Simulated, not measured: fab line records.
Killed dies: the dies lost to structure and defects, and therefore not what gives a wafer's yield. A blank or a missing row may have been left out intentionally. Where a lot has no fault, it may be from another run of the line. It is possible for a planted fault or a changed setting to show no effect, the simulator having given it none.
The same fault as seen by 2 desks | flow rit_cmos | each desk holds nothing but its own numbers, with what lay behind them at the end

METROLOGY DESK
Means of the sampled wafers that have a number, per lot and without regard to the tool the lot ran on: this is what the gauges read. Marked OUT: a lot whose mean sits more than 4 standard deviations from the usual mean, which makes it out of limits; the brackets give that distance.
Columns: A = NRETRO_OVL at RIT_NRETRO_OVL_MEAS_06, usual -0.5 nm; B = NRETRO_TW at RIT_NRETRO_TW_MEAS_10, usual 1046; C = PRETRO_OVL at RIT_PRETRO_OVL_MEAS_06, usual -0.5 nm
lot  | first seen here | A    | B    | C
L383 | day 4 08:24     | -0.6 | 1042 | -2.2
L387 | day 5 05:56     | -0.8 | 1038 | -0.3
L389 | day 5 15:54     | -1.4 | 1038 | 0.1
L390 | day 5 21:24     | -1.6 | 1040 | 0.4
L392 | day 6 07:51     | 1.0  | 1052 | -0.6
L393 | day 6 11:37     | 1.4  | 1047 | 0.5
This desk's finding: nothing out of limits on any of the 6 lots.

DESK OF THE TOOL OWNER: litho_track-02
The tool's own readings at RIT_PRETRO_COAT_01 (resist thk 1300 nm): means of the sampled wafers that have a number, for each lot that ran on this tool. Marked OUT: a lot whose mean sits more than 4 standard deviations from the usual mean, which makes it out of limits; the brackets give that distance.
Columns: A = spin_speed_rpm at RIT_PRETRO_COAT_01, usual 1999.9 rpm
lot  | first seen here | A
L383 | day 4 09:22     | 1999.4
L389 | day 5 16:43     | 2000.1
L390 | day 5 22:14     | 1998.9
This desk's finding: nothing out of limits on any of the 3 lots.

TAKEN TOGETHER
At the metrology desk, nothing out of limits was observed.
Nothing out of limits was seen by the tool owner's desk.

WHAT WAS PUT IN BY THE SIMULATOR
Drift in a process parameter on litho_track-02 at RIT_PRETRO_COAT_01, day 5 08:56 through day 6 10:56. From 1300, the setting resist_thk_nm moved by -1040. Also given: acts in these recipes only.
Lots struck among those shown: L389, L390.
